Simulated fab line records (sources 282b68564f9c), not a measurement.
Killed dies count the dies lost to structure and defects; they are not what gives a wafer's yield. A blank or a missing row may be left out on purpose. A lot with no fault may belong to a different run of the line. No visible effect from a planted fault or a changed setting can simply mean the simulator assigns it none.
Which tool is to blame? | flow rit_cmos | 45 wafers from 15 lots sampled at 4 of the route's 202 steps

WHAT EACH GAUGE READ, for each wafer
RIT_SDANNEAL_RS_MEAS_07: measures by four-point-probe.
lot  | measured    | on            | NLDD_RS (ohm/sq)
L811 | day 3 05:15 | film_metro-03 | 152.6 152.3 152.6
L812 | day 3 12:03 | film_metro-04 | 151.9 152.0 152.3
L814 | day 3 18:07 | film_metro-03 | 151.3 151.5 151.1
L815 | day 4 02:05 | film_metro-04 | 152.6 152.4 151.5
L816 | day 4 08:25 | film_metro-04 | 152.7 152.4 152.6
L819 | day 5 00:01 | film_metro-04 | 152.2 152.1 152.3
L821 | day 5 08:44 | film_metro-03 | 151.8 150.9 150.6
L823 | day 5 20:53 | film_metro-02 | 151.2 152.1 152.2
L826 | day 6 11:50 | film_metro-03 | 151.0 150.9 150.7
L827 | day 6 17:11 | film_metro-02 | 152.3 151.7 151.8
L828 | day 6 21:13 | film_metro-02 | 151.2 151.3 151.2
L830 | day 7 01:52 | film_metro-03 | 151.2 151.7 151.6
L831 | day 7 12:07 | film_metro-03 | 151.6 152.1 152.7
L833 | day 7 21:19 | film_metro-02 | 151.8 151.2 152.7
L834 | day 8 01:18 | film_metro-03 | 151.9 152.0 152.1

RIT_M1_BOW_MEAS_16.
lot  | measured    | on            | M1_BOW (um)
L811 | day 3 12:02 | film_metro-02 | 23 13 6
L812 | day 3 19:07 | film_metro-03 | 20 23 26
L814 | day 4 01:16 | film_metro-03 | 10 32 22
L815 | day 4 08:56 | film_metro-03 | 11 16 7
L816 | day 4 15:28 | film_metro-02 | 5 18 17
L819 | day 5 06:47 | film_metro-04 | 26 20 15
L821 | day 5 15:46 | film_metro-02 | 5 19 19
L823 | day 6 03:56 | film_metro-03 | 30 23 25
L826 | day 6 18:53 | film_metro-02 | 12 24 14
L827 | day 7 00:15 | film_metro-04 | 21 10 17
L828 | day 7 04:04 | film_metro-04 | 22 19 22
L830 | day 7 08:41 | film_metro-03 | 7 19 7
L831 | day 7 18:59 | film_metro-03 | 13 28 5
L833 | day 8 04:14 | film_metro-04 | 18 20 22
L834 | day 8 08:35 | film_metro-03 | 19 13 15

EACH LOT AND THE TOOL THAT RAN IT (in order: tool; ch and the chambers of the sampled wafers; start)
lot  | RIT_CONTACT_CVD_00             | RIT_CONTACT_ETCH_11
L811 | pecvd-01 ch 0,1,2, day 3 05:51 | rie_diel-02 ch 0,1,2, day 3 07:14
L812 | pecvd-04 ch 0,2, day 3 12:41   | rie_diel-04 ch 2,3, day 3 14:04
L814 | pecvd-01 ch 1,2, day 3 18:44   | rie_diel-02 ch 0,1,2, day 3 20:21
L815 | pecvd-04 ch 0,1, day 4 02:43   | rie_diel-02 ch 1,2, day 4 04:05
L816 | pecvd-02 ch 1,2, day 4 09:05   | rie_diel-02 ch 0,2, day 4 10:35
L819 | pecvd-02 ch 0,1,2, day 5 00:40 | rie_diel-04 ch 0,1,3, day 5 02:02
L821 | pecvd-04 ch 0,1, day 5 09:23   | rie_diel-02 ch 0,1,2, day 5 10:53
L823 | pecvd-04 ch 0,1,2, day 5 21:31 | rie_diel-03 ch 0,2,3, day 5 23:11
L826 | pecvd-04 ch 1,2, day 6 12:29   | rie_diel-03 ch 0,2,3, day 6 13:59
L827 | pecvd-02 ch 0,1, day 6 17:48   | rie_diel-02 ch 0,1, day 6 19:19
L828 | pecvd-01 ch 0,1,2, day 6 21:50 | rie_diel-02 ch 0,2, day 6 23:14
L830 | pecvd-02 ch 0,1,2, day 7 02:32 | rie_diel-04 ch 0,2,3, day 7 03:59
L831 | pecvd-01 ch 0,1, day 7 12:44   | rie_diel-02 ch 0,2,3, day 7 14:10
L833 | pecvd-02 ch 0,1,2, day 7 21:55 | rie_diel-04 ch 0,1,2, day 7 23:26
L834 | pecvd-01 ch 1,2, day 8 01:55   | rie_diel-04 ch 1,2, day 8 03:39
- RIT_CONTACT_CVD_00: deposits SiO2 from TEOS, target thk 400 nm, time 61 s.
- RIT_CONTACT_ETCH_11: etches SiO2 in CHF3/CF4/Ar, stops on TiSi2, target depth 480 nm, time 320 s.

WHAT THE TOOLS THEMSELVES READ (means of the sampled wafers that have a number; where no wafer has one, the mark that the record gives instead)
RIT_CONTACT_CVD_00.
lot  | tool     | heater_power_w (W) | susceptor_temp_C (C)
L811 | pecvd-01 | 313                | 389.98
L812 | pecvd-04 | 258                | 390.26
L814 | pecvd-01 | 291                | 390.03
L815 | pecvd-04 | 263                | 390.00
L816 | pecvd-02 | 355                | 389.94
L819 | pecvd-02 | 341                | 390.03
L821 | pecvd-04 | 238                | 389.91
L823 | pecvd-04 | 301                | 389.83
L826 | pecvd-04 | 324                | 389.92
L827 | pecvd-02 | 304                | 390.07
L828 | pecvd-01 | 331                | 390.00
L830 | pecvd-02 | 333                | 390.12
L831 | pecvd-01 | 314                | 389.96
L833 | pecvd-02 | 336                | 390.09
L834 | pecvd-01 | 289                | 389.75

RIT_CONTACT_ETCH_11.
lot  | tool        | drypump_motor_current_A (A) | oes_product_au (a.u.) | throttle_valve_pct (%)
L811 | rie_diel-02 | 5.7                         | 1.003                 | 8.88
L812 | rie_diel-04 | 5.9                         | 0.994                 | 8.88
L814 | rie_diel-02 | 5.6                         | 1.007                 | 8.88
L815 | rie_diel-02 | 5.7                         | 1.011                 | 8.83
L816 | rie_diel-02 | 5.6                         | 0.997                 | 8.93
L819 | rie_diel-04 | 5.9                         | 0.990                 | 8.78
L821 | rie_diel-02 | 5.7                         | 1.010                 | 8.88
L823 | rie_diel-03 | 5.9                         | 0.972                 | 8.90
L826 | rie_diel-03 | 5.9                         | 0.973                 | 8.90
L827 | rie_diel-02 | 5.5                         | 1.019                 | 8.87
L828 | rie_diel-02 | 5.8                         | 0.992                 | 8.94
L830 | rie_diel-04 | 5.8                         | 0.989                 | 8.82
L831 | rie_diel-02 | 5.9                         | 1.002                 | 8.90
L833 | rie_diel-04 | 6.1                         | 0.995                 | 8.74
L834 | rie_diel-04 | 6.3                         | 0.994                 | 8.70

THE ANSWER, worked out from the rows above alone
Rule: the lots themselves supply what counts as usual. The widest of any qualifying gaps counts: lots, ordered by their means at a reading, are off when they make up no more than a third of the lots, leave a main group of 4 or more, and stand apart from it by 3 or more times the standard deviation of that group's means. The tables above print the reading to a certain number of digits; a main group whose means all agree to those digits is not used. Also off: a lot with no number at a reading for which 4 or more lots have one. All remaining lots with rows at the step are treated as sound. Order of review: gauges by route order, followed by the tools' own readings, for which a lot's mean as printed above is used. The first step at which some lot is off is used, and at that step the reading that is off furthest; a lot without a number counts as furthest.
No lot is off on any of the readings shown, so nothing can be concluded from this.

WHAT THE SIMULATOR PUT IN
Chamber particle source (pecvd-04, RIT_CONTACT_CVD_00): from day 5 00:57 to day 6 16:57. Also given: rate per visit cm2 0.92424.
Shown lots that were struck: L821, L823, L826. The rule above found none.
